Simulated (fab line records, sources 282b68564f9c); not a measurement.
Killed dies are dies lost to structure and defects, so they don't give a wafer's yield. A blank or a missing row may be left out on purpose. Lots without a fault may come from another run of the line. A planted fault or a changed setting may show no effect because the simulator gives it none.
Which tool did it? | flow rit_cmos | 16 lots, 48 wafers sampled, at 2 steps of a route of 202

WHAT THE GAUGES READ, wafer by wafer
The record holds no reading of a measuring or inspecting step that can be judged against a usual standard deviation.

WHICH TOOL RAN EACH LOT (tool, then ch and the chambers of the sampled wafers, then the start)
lot  | RIT_PRETRO_DEVELOP_05            | RIT_M1_PROBE_99
L896 | litho_track-01 ch 0, day 2 08:00 | -
L897 | litho_track-02 ch 0, day 2 12:00 | -
L898 | litho_track-04 ch 0, day 2 17:00 | -
L899 | litho_track-04 ch 0, day 2 21:00 | -
L900 | litho_track-04 ch 0, day 3 03:00 | prober-01, day 4 05:59
L902 | litho_track-02 ch 0, day 3 12:00 | prober-01, day 4 16:04
L904 | litho_track-04 ch 0, day 3 22:00 | -
L905 | litho_track-04 ch 0, day 4 05:00 | prober-01, day 5 07:23
L906 | litho_track-02 ch 0, day 4 08:00 | -
L907 | litho_track-02 ch 0, day 4 14:00 | -
L908 | litho_track-04 ch 0, day 4 19:00 | -
L909 | litho_track-04 ch 0, day 4 23:00 | -
L914 | litho_track-02 ch 0, day 6 00:00 | prober-01, day 7 03:04
L915 | litho_track-02 ch 0, day 6 05:00 | prober-01, day 7 09:26
L916 | litho_track-02 ch 0, day 6 11:00 | prober-01, day 7 14:37
L917 | litho_track-02 ch 0, day 6 15:00 | -
- RIT_PRETRO_DEVELOP_05: develop time 68 s.
- RIT_M1_PROBE_99

WHAT THE TOOLS THEMSELVES READ (means of the sampled wafers that have a number; where no wafer has one, the mark that the record gives instead)
RIT_PRETRO_DEVELOP_05.
lot  | tool           | developer_temp_C (C)
L896 | litho_track-01 | 23.08
L897 | litho_track-02 | 22.94
L898 | litho_track-04 | 23.00
L899 | litho_track-04 | 23.01
L900 | litho_track-04 | 23.12
L902 | litho_track-02 | 22.93
L904 | litho_track-04 | 22.99
L905 | litho_track-04 | 23.05
L906 | litho_track-02 | 22.96
L907 | litho_track-02 | 22.96
L908 | litho_track-04 | 22.97
L909 | litho_track-04 | 22.99
L914 | litho_track-02 | 25.27
L915 | litho_track-02 | 25.35
L916 | litho_track-02 | 25.34
L917 | litho_track-02 | 25.30

RIT_M1_PROBE_99.
lot  | tool      | killed_at_M0_to_M3 | killed_at_contacts | killed_at_front_end | killed_dies | killed_open | killed_short
L900 | prober-01 | 0.0                | 0.0                | 3                   | 3           | 1.7         | 1.7
L902 | prober-01 | 0.0                | 0.0                | 7                   | 7           | 3.0         | 4.0
L905 | prober-01 | 0.0                | 0.0                | 6                   | 6           | 3.0         | 3.0
L914 | prober-01 | 0.0                | 0.3                | 7                   | 7           | 4.7         | 2.3
L915 | prober-01 | 0.0                | 0.0                | 7                   | 7           | 4.3         | 3.0
L916 | prober-01 | 0.0                | 0.0                | 7                   | 7           | 3.7         | 3.0

THE ANSWER, worked out from the rows above alone
Rule: what is usual is taken from the lots themselves. Put in order of their means at a reading, lots are off if they are a third of the lots or fewer, leave a main group of 4 or more, and stand apart from it by a gap of 3 or more times the standard deviation of the main group's means; of several such gaps the widest counts. A main group whose means are all the same, to the digits that the tables above print for the reading, isn't used. A lot without any number at a reading at which 4 lots or more have one is off too. The other lots that the step has rows for count as sound. The gauges are gone through in route order, then the tools' own readings, and for those a lot's mean is taken as printed above. The first step at which some lot is off is used, and at that step the reading that is off furthest; a lot without a number counts as furthest.
Off: L914, L915, L916, L917, at RIT_PRETRO_DEVELOP_05 (developer_temp_C). The main group: mean 23.00 C, standard deviation 0.055.
A tool fits if, at that step or a process step before it, it ran every lot that is off, and no sound lot after the first of them. One fits: litho_track-02 at RIT_PRETRO_DEVELOP_05. Its last sound lot is L907 (day 4 14:00), its first lot that is off L914 (day 6 00:00): a fault that began between those two fits.
The tool's own readings at RIT_PRETRO_DEVELOP_05 bear it out: on the lots that are off they differ by more than 5 times the standard deviation of the sound lots' means. developer_temp_C reads 25.32 C there against 23.00 C on the sound lots.

WHAT THE SIMULATOR HAD PUT IN
Process parameter drift: litho_track-02, from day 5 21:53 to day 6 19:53, at RIT_PRETRO_DEVELOP_05. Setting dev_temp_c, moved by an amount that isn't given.
Lots struck among those shown: L914, L915, L916, L917. The rule above found the same.
